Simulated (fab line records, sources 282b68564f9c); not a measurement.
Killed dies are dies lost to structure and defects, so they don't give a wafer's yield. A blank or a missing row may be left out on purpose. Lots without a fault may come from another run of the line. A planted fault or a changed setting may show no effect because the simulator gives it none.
Which tool did it? | flow rit_cmos | 15 lots, 45 wafers sampled, at 2 steps of a route of 202

WHAT THE GAUGES READ, wafer by wafer
The record holds no reading of a measuring or inspecting step that can be judged against a usual standard deviation.

WHICH TOOL RAN EACH LOT (tool, then ch and the chambers of the sampled wafers, then the start)
lot  | RIT_NWELL_IMPLANT_08           | RIT_M1_PROBE_99
L581 | implanter-02 ch 0, day 2 13:13 | prober-02, day 4 01:36
L582 | implanter-02 ch 0, day 2 17:16 | prober-01, day 4 08:38
L583 | implanter-02 ch 0, day 2 21:32 | prober-02, day 4 11:17
L584 | implanter-03 ch 0, day 3 02:34 | prober-01, day 4 13:59
L585 | implanter-01 ch 0, day 3 08:52 | prober-02, day 4 21:30
L586 | implanter-02 ch 0, day 3 13:35 | prober-01, day 5 01:35
L587 | implanter-02 ch 0, day 3 19:32 | prober-02, day 5 08:13
L588 | implanter-03 ch 0, day 3 22:40 | prober-01, day 5 11:19
L589 | implanter-02 ch 0, day 4 03:53 | prober-02, day 5 17:58
L591 | implanter-03 ch 0, day 4 14:21 | prober-02, day 6 04:55
L592 | implanter-02 ch 0, day 4 19:23 | prober-01, day 6 07:53
L594 | implanter-02 ch 0, day 5 06:11 | prober-01, day 6 22:23
L595 | implanter-02 ch 0, day 5 10:07 | prober-02, day 7 03:04
L600 | implanter-03 ch 0, day 6 13:44 | prober-01, day 8 11:11
L601 | implanter-03 ch 0, day 6 19:22 | prober-02, day 8 18:32
- RIT_NWELL_IMPLANT_08
- RIT_M1_PROBE_99

WHAT THE TOOLS THEMSELVES READ (means of the sampled wafers that have a number; where no wafer has one, the mark that the record gives instead)
RIT_NWELL_IMPLANT_08. Usual: tilt_deg 6.998 degrees, standard deviation 0.021.
lot  | tool         | tilt_deg (degrees) | flag
L581 | implanter-02 | 7.013              |
L582 | implanter-02 | 6.997              |
L583 | implanter-02 | 6.982              |
L584 | implanter-03 | 7.006              |
L585 | implanter-01 | 7.003              |
L586 | implanter-02 | 6.999              |
L587 | implanter-02 | 6.955              |
L588 | implanter-03 | 6.998              |
L589 | implanter-02 | 7.012              |
L591 | implanter-03 | 7.000              |
L592 | implanter-02 | 7.254              | OFF
L594 | implanter-02 | 7.258              | OFF
L595 | implanter-02 | 7.280              | OFF
L600 | implanter-03 | 7.017              |
L601 | implanter-03 | 6.985              |

RIT_M1_PROBE_99. Usual: killed_at_M0_to_M3 0.0, standard deviation 0.083; killed_at_contacts 0.1, standard deviation 0.31; killed_at_front_end 6.3, standard deviation 3; killed_dies 6.4, standard deviation 3; killed_open 3, standard deviation 1.9; killed_short 3.4, standard deviation 1.9.
lot  | tool      | killed_at_M0_to_M3 | killed_at_contacts | killed_at_front_end | killed_dies | killed_open | killed_short | flag
L581 | prober-02 | 0.0                | 0.0                | 5.7                 | 5.7         | 2           | 3.3          |
L582 | prober-01 | 0.0                | 0.3                | 5.0                 | 5.3         | 2           | 3.7          |
L583 | prober-02 | 0.0                | 0.0                | 5.7                 | 5.7         | 2           | 3.3          |
L584 | prober-01 | 0.0                | 0.0                | 8.0                 | 8.0         | 4           | 3.7          |
L585 | prober-02 | 0.0                | 0.0                | 5.7                 | 5.7         | 3           | 3.0          |
L586 | prober-01 | 0.0                | 0.0                | 8.0                 | 8.0         | 3           | 4.3          |
L587 | prober-02 | 0.0                | 0.0                | 3.3                 | 3.3         | 2           | 1.7          |
L588 | prober-01 | 0.0                | 0.0                | 9.7                 | 9.7         | 4           | 5.3          |
L589 | prober-02 | 0.0                | 0.0                | 6.3                 | 6.3         | 3           | 3.7          |
L591 | prober-02 | 0.0                | 0.0                | 5.7                 | 5.7         | 2           | 3.3          |
L592 | prober-01 | 0.0                | 0.3                | 5.0                 | 5.3         | 3           | 2.0          |
L594 | prober-01 | 0.0                | 0.3                | 5.7                 | 6.0         | 3           | 3.0          |
L595 | prober-02 | 0.0                | 0.0                | 8.7                 | 8.7         | 3           | 5.3          |
L600 | prober-01 | 0.3                | 0.0                | 7.0                 | 7.3         | 3           | 4.3          | OFF
L601 | prober-02 | 0.0                | 0.0                | 3.3                 | 3.3         | 2           | 1.0          |

THE ANSWER, worked out from the rows above alone
Rule: a lot is off if the mean of its wafers that have a number lies more than 3 standard deviations from the usual mean. A lot without any number at a reading at which 4 lots or more have one is off too. The other lots that the step has rows for count as sound. The gauges are gone through in route order, then the tools' own readings, and for those a lot's mean is taken as printed above. The first step at which some lot is off is used, and at that step the reading that is off furthest; a lot without a number counts as furthest.
Off: L592, L594, L595, at RIT_NWELL_IMPLANT_08 (tilt_deg).
A tool fits if, at that step or a process step before it, it ran every lot that is off, and no sound lot after the first of them. One fits: implanter-02 at RIT_NWELL_IMPLANT_08. Its last sound lot is L589 (day 4 03:53), its first lot that is off L592 (day 4 19:23): a fault that began between those two fits.
The tool's own readings at RIT_NWELL_IMPLANT_08 bear it out: on the lots that are off they differ by more than 5 times the standard deviation of the sound lots' means. tilt_deg reads 7.264 degrees there against 6.997 degrees on the sound lots.

WHAT THE SIMULATOR HAD PUT IN
Process parameter drift: implanter-02, from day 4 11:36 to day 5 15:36, at RIT_NWELL_IMPLANT_08. Setting tilt_deg, moved by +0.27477, from 7. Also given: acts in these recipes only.
Lots struck among those shown: L592, L594, L595. The rule above found the same.
